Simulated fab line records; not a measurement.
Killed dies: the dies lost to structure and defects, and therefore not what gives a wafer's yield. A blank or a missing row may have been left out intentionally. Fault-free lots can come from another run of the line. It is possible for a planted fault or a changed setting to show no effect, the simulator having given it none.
Comparing a struck lot with a sound one :: flow rit-cmos :: 19 out of 202 route steps
Sound: these wafers, L431.1, L431.3, L431.4. Wafers L445.1, L445.4, L445.5 were the ones struck. The cause is named last.
Order at every step that has rows: each side's tool, ch and its chambers, its first start. Under that, the readings that differ: sound wafers :: struck wafers :: difference of the means :: sigmas: that difference in standard deviations of wafers without a fault.
alike: readings whose means differ by less than 2 such deviations, and words and numbers that are the same on both sides. not compared: withheld readings, readings that some wafer has no value for, bounds like >300 that may hide the same value, and numbers for which the record gives no deviation and whose values overlap.
Wherever a step has rows on one side only, a row that says differs or no value, or a row with sigmas, the two part there. When numbers do not overlap yet have no deviation, they are printed without sigmas and do not part them. A reading missing from all wafers of one side parts the sides only when that side holds two or more wafers.

first, 1 step without rows for these wafers: RIT_GATE_CLEAN_04 (cleans in dHF, time 60 s).
RIT_FOX2_THK_MEAS_91:
  sound on film-metro-03, day 2 09:47; struck on film-metro-01, day 5 07:48
  alike: FIELD_OXIDE_LEFT_2_THK
then, 2 steps without rows for these wafers: RIT_GATE_OXIDATION_05 (target thk 3 nm, ox time 270 s); RIT_GATE_ANNEAL_06 (time 600 s).
RIT_GATE_THK_MEAS_07:
  sound on film-metro-01, day 2 11:10; struck on film-metro-03, day 5 13:14
  alike: GATE_OXIDE_THK
then, 1 step without rows for these wafers: RIT_GATE_CVD_08 (deposits poly-Si from SiH4, target thk 250 nm, time 2220 s).
RIT_GATE_THK_MEAS_09:
  sound on film-metro-01, day 2 13:14; struck on film-metro-03, day 5 14:55
  alike: GATE_POLY_THK
then, 5 steps without rows for these wafers: RIT_GATE_HMDS_10 (prime time 60 s); RIT_GATE_COAT_11 (resist thk 850 nm); RIT_GATE_SOFTBAKE_12 (time 60 s); RIT_GATE_EXPOSE_13 (exposes mask M6, target cd 150 nm); RIT_GATE_PEB_14.
RIT_GATE_DEVELOP_15: develop time 50 s.
  sound on litho-track-04 ch 0, day 2 14:00; struck on litho-track-04 ch 0, day 5 15:00
  alike: chill-plate-temp-C
RIT_GATE_CD_MEAS_16: the cd target is 150 nm.
  sound on cd-sem-01, day 2 14:16; struck on cd-sem-02, day 5 15:49
  alike: cd-nm
RIT_GATE_OVL_MEAS_17:
  sound on overlay-01, day 2 14:23; struck on overlay-02, day 5 15:56
  alike: GATE_OVL
then, 1 step without rows for these wafers: RIT_GATE_HARDBAKE_18 (time 60 s).
RIT_GATE_ETCH_19: etches poly-Si in SF6/CHF3/O2, stops on SiO2, time 165 s, target depth 312.5 nm.
  sound on rie-si-02 ch 0,1,2, day 2 14:34; struck on rie-si-02 ch 0,3, day 5 16:07
  alike: CHF3_flow_sccm, drypump-motor-current-A, oes-product-au, throttle-valve-pct
  not compared: rf-hours-counter-h, model.GATE.cd-nm
RIT_GATE_STRIP_20: strips in O2, time 180 s.
  sound on plasma-asher-01 ch 0,1, day 2 14:41; struck on plasma-asher-01 ch 0,1, day 5 16:14
  alike: drypump-motor-current-A
  not compared: rf-hours-counter-h
RIT_M1_PROBE_99:
  sound on prober-02, day 3 11:23; struck on prober-02, day 6 12:58
reading: model.etest.nmos_0p15.drive-ua-um
sound: 486.9 482.3 484
struck: 465 461.6 463.4
difference: -21
sigmas: 

reading: model.etest.pmos_0p15.drive-ua-um
sound: 279.5 270.2 276.2
struck: 264.1 256 260.2
difference: -15.2
sigmas: 

reading: model.etest.npoly-line.line-ohm-um
sound: 173.4 169.1 168.8
struck: 175.2 174.8 173.6
difference: +4.1
sigmas: 

reading: model.etest.ring.delay-ps
sound: 25.24 25.78 25.69
struck: 26.66 27 26.64
difference: +1.20
sigmas: 

reading: model.etest.nmos_0p15.swing-mv-dec
sound: 86.61 86.38 86.25
struck: 86.18 86.1 85.97
difference: -0.33
sigmas: 
  alike: killed_at_M0_to_M3, killed-at-contacts, killed-at-front-end, killed-dies, killed-open, killed-short
  not compared: model.etest.ppoly-line.line-ohm-um, model.etest.npoly-line.width-nm, model.etest.ppoly-line.width-nm

WHERE THEY PART
Nowhere in this record.

WHY: whatever the simulator had introduced
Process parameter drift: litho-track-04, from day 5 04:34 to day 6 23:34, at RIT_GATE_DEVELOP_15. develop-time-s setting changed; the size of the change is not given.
